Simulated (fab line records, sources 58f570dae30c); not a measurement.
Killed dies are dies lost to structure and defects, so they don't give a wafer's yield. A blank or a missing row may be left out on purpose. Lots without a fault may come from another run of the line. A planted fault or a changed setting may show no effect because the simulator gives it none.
fab line records | flow berkeley_cmos170 | part 2 of 2: steps 30 to 40 of 40
record lots=5 wafers=15 last_day=10
route steps=331 shown PSD@184 NSD@187 BACKSIDE@199 SDANNEAL@204 PLDD@208 NLDD@209 SILICIDE@210 CONTACT@216
lots that met no fault: from a run of the same line without faults
start_h: hours from the record's first day to the start of the lot's first wafer shown | wait_h: hours since the lot's step before | " the same as in the row above | L1.1+2: a row that stands for several wafers | - no value, or no start given | * or withheld: withheld | < > ~ a bound
route shown NAME@n: a module of which the file shows steps, and the number in the route of the first | usual: mean/standard deviation of fault-free wafers | same: alike in all rows | chamber/n: place in a boat | sites: the reading at each site | _std_site: their standard deviation | _edge_site: outer sites' mean less inner sites' | radius_mm: how far each site lies from the wafer's centre | mask NAME#n: copy n | behind: the tool/chamber that last shaped the wafer | hold: why the lot was held/for how many hours/how that ended | device: the transistor (n, p or np) that didn't switch | end of line: the same wafers' tests at the end of the route | a step without rows: its recipe alone | killed: dies lost to structure and defects at the first sort, not the wafer's yield | map: a wafer's dies, x killed, . not, _ none there
set.NAME: the setting as run; set.NAME@STEP: as run at that earlier step | model.NAME: the simulator's own value behind a step, which no gauge read
lots at some steps of the route; a table a step, a row a wafer
services: from which hour (start_h, from the record's first day; less than 0 if before it) a tool's chamber was out of use, for how many hours, and why
## steps
# step UCB170_SILICIDE_THK_MEAS_03
# recipe thk_meas_gauge=xrf reads=Ti_of_SILICIDE_SPUTTER_01
# usual SILICIDE_TI_THK=30.3/0.41
# columns lot.wafer tool chamber start_h wait_h SILICIDE_TI_THK[nm]
L080.1 film_metro-02 - 173.74 0.1 30.3
L080.2 " - " " 30.2
L080.5 " - " " 30.3
L084.1 film_metro-04 - 189.64 0.1 30.4
L084.4 " - " " 30.1
L084.6 " - " " 30.3
L086.2 film_metro-03 - 196.68 0.1 29.9
L086.4 " - " " 30.0
L086.5 " - " " 30.1
L088.1 film_metro-02 - 217.38 0.1 29.8
L088.4 " - " " 29.7
L088.5 " - " " 30.1
L090.2 film_metro-03 - 217.77 0.1 29.5
L090.3 " - " " 29.2
L090.6 " - " " 29.8
# step UCB170_SILICIDE_RTA_04
# recipe temp_c=650 time_s=15 ambient=N2
# usual lamp_power_pct=10.1/0.37 wafer_temp_C_max=652.2/0.71
# columns lot.wafer tool chamber start_h wait_h lamp_power_pct wafer_temp_C_max
L080.1 rtp_anneal-02 0 173.80 0.1 9.7 651.8
L080.2 " 0 " " 9.7 652.0
L080.5 " 0 " " 9.7 651.9
L084.1 rtp_anneal-02 0 189.70 0.1 9.7 652.0
L084.4 " 0 " " 9.7 651.5
L084.6 " 0 " " 9.7 651.6
L086.2 rtp_anneal-02 0 196.75 0.1 9.7 651.3
L086.4 " 0 " " 9.7 651.5
L086.5 " 0 " " 9.7 651.4
L088.1 rtp_anneal-02 0 217.44 0.1 9.7 651.4
L088.4 " 0 " " 9.7 651.7
L088.5 " 0 " " 9.7 651.3
L090.2 rtp_anneal-01 0 217.83 0.1 10.4 651.9
L090.3 " 0 " " 10.4 651.9
L090.6 " 0 " " 10.4 652.5
# step UCB170_SILICIDE_WET_ETCH_05
# recipe chemistry=SPM time_s=45 temp_c=120 target=Ti
# columns lot.wafer tool chamber start_h wait_h
L080.1+2+5 wet_bench-02 2 173.88 0.1
L084.1+4+6 wet_bench-02 0 189.85 0.1
L086.2+4+5 wet_bench-04 3 197.86 1.1
L088.1+4+5 wet_bench-01 2 217.51 0.1
L090.2+3+6 wet_bench-01 3 217.89 0.1
# step UCB170_CONTACT_CLEAN_00
# recipe chemistry=SPM temp_c=120 time_s=600
# columns lot.wafer tool chamber start_h wait_h
L080.1+2+5 wet_bench-02 1 173.90 0.0
L084.1+4+6 wet_bench-04 1 189.87 0.0
L086.2+4+5 wet_bench-01 2 197.93 0.0
L088.1+4+5 wet_bench-02 0 217.53 0.0
L090.2+3+6 wet_bench-02 0 217.91 0.0
# step UCB170_CONTACT_CVD_01
# recipe material=PSG target_thk_nm=700 temp_c=450 precursor=SiH4/O2/PH3 time_s=2820 pressure_mtorr=300 sih4_flow_sccm=60 o2_flow_sccm=90 ph3_flow_sccm=25
# usual ph3_flow_sccm=25.00/0.074 susceptor_temp_C=449.96/0.23 zone_power_load_pct=6.8/0.59 zone_power_source_pct=7.1/0.76
# columns lot.wafer tool chamber start_h wait_h ph3_flow_sccm susceptor_temp_C zone_power_load_pct zone_power_source_pct
L080.1 lpcvd-02 1 174.78 0.7 24.87 450.13 6.3 8.0
L080.2 " 1 " " 24.98 449.81 6.4 8.0
L080.5 " 1 " " 24.99 449.80 6.4 8.0
L084.1 lpcvd-02 0 190.83 0.8 25.08 450.07 7.6 7.2
L084.4 " 0 " " 25.13 449.91 7.5 7.1
L084.6 " 0 " " 25.01 449.80 7.6 7.0
L086.2 lpcvd-02 0 198.11 0.0 25.10 450.10 7.7 7.0
L086.4 " 0 " " 25.13 449.99 7.6 7.0
L086.5 " 0 " " 25.16 450.07 7.5 7.1
L088.1 lpcvd-01 1 217.71 0.0 25.04 449.85 6.3 6.0
L088.4 " 1 " " 25.06 449.81 6.3 6.0
L088.5 " 1 " " 25.05 449.64 6.4 6.1
L090.2 lpcvd-02 1 218.64 0.6 25.00 449.93 6.3 7.9
L090.3 " 1 " " 25.04 449.82 6.3 8.0
L090.6 " 1 " " 25.08 449.94 6.3 7.9
# step UCB170_CONTACT_THK_MEAS_02
# recipe reads=PSG_of_CONTACT_CVD_01
# usual CONTACT_PSG_THK=701/6.5
# columns lot.wafer tool chamber start_h wait_h CONTACT_PSG_THK[nm]
L080.1 film_metro-04 - 176.56 0.0 693
L080.2 " - " " 702
L080.5 " - " " 700
L084.1 film_metro-04 - 192.61 0.0 702
L084.4 " - " " 706
L084.6 " - " " 703
L086.2 film_metro-01 - 199.90 0.0 693
L086.4 " - " " 693
L086.5 " - " " 700
L088.1 film_metro-01 - 219.49 0.0 693
L088.4 " - " " 693
L088.5 " - " " 697
L090.2 film_metro-01 - 220.44 0.0 704
L090.3 " - " " 697
L090.6 " - " " 701
# step UCB170_CONTACT_HMDS_03
# recipe prime_time_s=60 prime_temp_c=100
# columns lot.wafer tool chamber start_h wait_h
L080.1+2+5 litho_track-02 0 176.62 0.1
L084.1+4+6 litho_track-03 0 193.52 0.9
L086.2+4+5 litho_track-04 0 199.98 0.1
L088.1+4+5 litho_track-04 0 219.75 0.3
L090.2+3+6 litho_track-03 0 220.51 0.1
# step UCB170_CONTACT_COAT_04
# recipe resist=KrF spin_rpm=1500 resist_thk_nm=900
# columns lot.wafer tool chamber start_h wait_h
L080.1+2+5 litho_track-02 0 176.77 0.1
L084.1+4+6 litho_track-03 0 193.67 0.1
L086.2+4+5 litho_track-04 0 200.13 0.1
L088.1+4+5 litho_track-04 0 219.90 0.1
L090.2+3+6 litho_track-03 0 220.66 0.1
# step UCB170_CONTACT_SOFTBAKE_05
# recipe resist=KrF temp_c=130 time_s=60
# usual heater_power_total_W=56.80/0.044
# columns lot.wafer tool chamber start_h wait_h heater_power_total_W
L080.1 litho_track-02 0 176.92 0.1 56.79
L080.2 " 0 " " 56.72
L080.5 " 0 " " 56.80
L084.1 litho_track-03 0 193.82 0.1 56.78
L084.4 " 0 " " 56.76
L084.6 " 0 " " 56.82
L086.2 litho_track-04 0 200.28 0.1 56.84
L086.4 " 0 " " 56.78
L086.5 " 0 " " 56.75
L088.1 litho_track-04 0 220.05 0.1 56.83
L088.4 " 0 " " 56.73
L088.5 " 0 " " 56.80
L090.2 litho_track-03 0 220.81 0.1 56.78
L090.3 " 0 " " 56.74
L090.6 " 0 " " 56.77
# step UCB170_CONTACT_STRIP_06
# recipe chemistry=O2 power_w=400 pressure_mtorr=3500 platen_temp_c=withheld o2_flow_sccm=400 overash_fraction=0.5
# usual drypump_motor_current_A=5.7/0.42 oes_product_au=0.735/0.0043 strip_time_to_endpoint_s=21.97/0.064
# columns lot.wafer tool chamber start_h wait_h drypump_motor_current_A oes_product_au rf_hours_counter_h strip_time_to_endpoint_s
L080.1 plasma_asher-01 1 177.07 0.1 6.4 0.730 7 22.09
L080.2 " 0 " " 5.9 0.738 7 21.97
L080.5 " 1 " " 6.4 0.732 - 21.99
L084.1 plasma_asher-01 0 193.97 0.1 5.9 0.735 9 21.93
L084.4 " 0 " " 5.9 0.737 - 22.01
L084.6 " 0 " " 5.9 0.730 - 21.99
L086.2 plasma_asher-01 0 200.40 0.1 5.9 0.741 10 22.04
L086.4 " 0 " " 5.9 0.734 - 22.06
L086.5 " 0 " " 5.9 0.729 - 22.02
L088.1 plasma_asher-03 0 220.20 0.1 5.6 0.739 44 22.02
L088.4 " 0 " " 5.5 0.725 - 22.02
L088.5 " 0 " " 5.6 0.732 - 22.03
L090.2 plasma_asher-01 1 220.94 0.1 6.4 0.729 12 21.92
L090.3 " 0 " " 5.9 0.733 - 21.98
L090.6 " 0 " " 5.9 0.733 - 21.94
# step UCB170_CONTACT_CLEAN_07
# recipe chemistry=SPM temp_c=120 time_s=600
# columns lot.wafer tool chamber start_h wait_h
L080.1+2+5 wet_bench-02 1 177.27 0.2
L084.1+4+6 wet_bench-02 1 194.07 0.1
L086.2+4+5 wet_bench-04 3 200.50 0.1
L088.1+4+5 wet_bench-02 3 220.30 0.1
L090.2+3+6 wet_bench-02 2 221.04 0.1
## services
# columns tool chamber start_h hours kind
pvd_sputter-03 - 148.72 8.1 repair
implanter-02 - 153.00 1.8 repair
krf_scanner-02 0 156.41 - calibration
pvd_sputter-01 - 156.48 4.7 repair
krf_scanner-01 - 162.12 6.0 pm
implanter-04 - 166.03 2.5 repair
implanter-04 - 170.10 12.5 repair
plasma_asher-04 - 176.20 0.8 repair
implanter-02 - 180.21 3.1 repair
krf_scanner-01 - 182.18 3.6 pm
krf_scanner-01 - 191.02 2.2 repair
lpcvd-01 - 193.85 0.8 repair
pvd_sputter-03 - 194.08 2.1 repair
krf_scanner-01 - 195.79 4.0 pm
plasma_asher-02 - 197.61 2.8 pm
plasma_asher-03 - 213.39 2.5 repair
plasma_asher-03 - 213.41 3.6 repair
plasma_asher-03 - 214.37 3.7 repair
pvd_sputter-03 - 215.29 3.3 repair
implanter-04 - 217.42 9.7 repair
